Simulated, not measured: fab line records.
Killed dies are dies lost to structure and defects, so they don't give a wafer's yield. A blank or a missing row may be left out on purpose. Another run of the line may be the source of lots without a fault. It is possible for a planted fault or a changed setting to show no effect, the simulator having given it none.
A struck lot beside a sound one | flow rit cmos | 14 out of 202 route steps
Sound: wafers L201.2, L201.4, L201.6. Wafers struck: L213.4, L213.5, L213.6. The cause is given at the end.
At each step with rows: each side's tool, then ch and its chambers, then its first start. Under that, the readings that differ: sound wafers | struck wafers | difference of the means | sigmas: that difference in standard deviations of wafers without a fault.
alike: readings with means less than 2 such deviations apart, plus words and numbers identical on both sides. not compared: withheld readings, readings lacking a value on some wafer, bounds such as >300 that could conceal the same value, and numbers that have no deviation in the record and whose values overlap.
A row with sigmas, a row that says differs or no value, or rows on one side alone: a step with any of these is where the two part. Non-overlapping numbers with no deviation appear without sigmas and do not part them. Lack of a reading on every wafer of one side parts them only where that side has two or more wafers.

first, 1 step without rows for these wafers: RIT_CONTACT_HARDBAKE_10 (time 60 s).
RIT_CONTACT_ETCH_11: etches SiO2 in CHF3/CF4/Ar, stops on TiSi2, target depth 480 nm, time 320 s.
  sound on rie diel-02 ch 1,2, day 3 13:53; struck on rie diel-01 ch 1,2, day 6 02:38
  alike: O2_flow_sccm, drypump motor current A, oes product au, throttle valve pct
  not compared: rf hours counter h
RIT_CONTACT_STRIP_12: strips in O2, time 180 s.
  sound on plasma asher-02 ch 0,1, day 3 14:05; struck on plasma asher-01 ch 0,1, day 6 02:53
  alike: drypump motor current A
  not compared: rf hours counter h
RIT_CONTACT_CD_MEAS_90: target cd 1000 nm.
  sound on cd sem-02, day 3 14:16; struck on cd sem-02, day 6 03:04
  alike: cd nm
then, 2 steps without rows for these wafers: RIT_CONTACT_CLEAN_13 (cleans in SC1, time 600 s); RIT_CONTACT_CLEAN_14 (cleans in SC2, time 600 s).
RIT_M1_SPUTTER_00: material Al, target thk 400 nm, time 500 s.
  sound on pvd sputter-03, day 3 14:43; struck on pvd sputter-03, day 6 03:29
  alike: throttle valve pct
RIT_M1_RS_MEAS_01: measurement is done with a four-point probe.
  sound on film metro-02, day 3 15:02; struck on film metro-04, day 6 03:50
  alike: M1_AL_RS
RIT_M1_THK_MEAS_02: measures by xrf.
  sound on film metro-02, day 3 15:09; struck on film metro-04, day 6 03:55
  alike: M1_AL_THK
then, 3 steps without rows for these wafers: RIT_M1_HMDS_03 (prime time 60 s); RIT_M1_COAT_04 (resist thk 1322 nm); RIT_M1_SOFTBAKE_05 (time 60 s).
RIT_M1_EXPOSE_06: exposes mask M12, target cd 2600 nm.
  struck on iline stepper-02, day 6 04:35; sound on iline stepper-01 ch 0, day 3 15:40
  no value came back on the struck wafers for exposure dose mJ cm2, focus offset nm (nm); on the sound wafers exposure dose mJ cm2 reads 253.8 253.6 253.8
  alike: mask
after that, 1 step had no rows for these wafers: RIT_M1_PEB_07.

== WHERE THEY PART ==
At RIT_M1_EXPOSE_06 and nowhere else, as far as this record goes.

WHY: whatever the simulator had introduced
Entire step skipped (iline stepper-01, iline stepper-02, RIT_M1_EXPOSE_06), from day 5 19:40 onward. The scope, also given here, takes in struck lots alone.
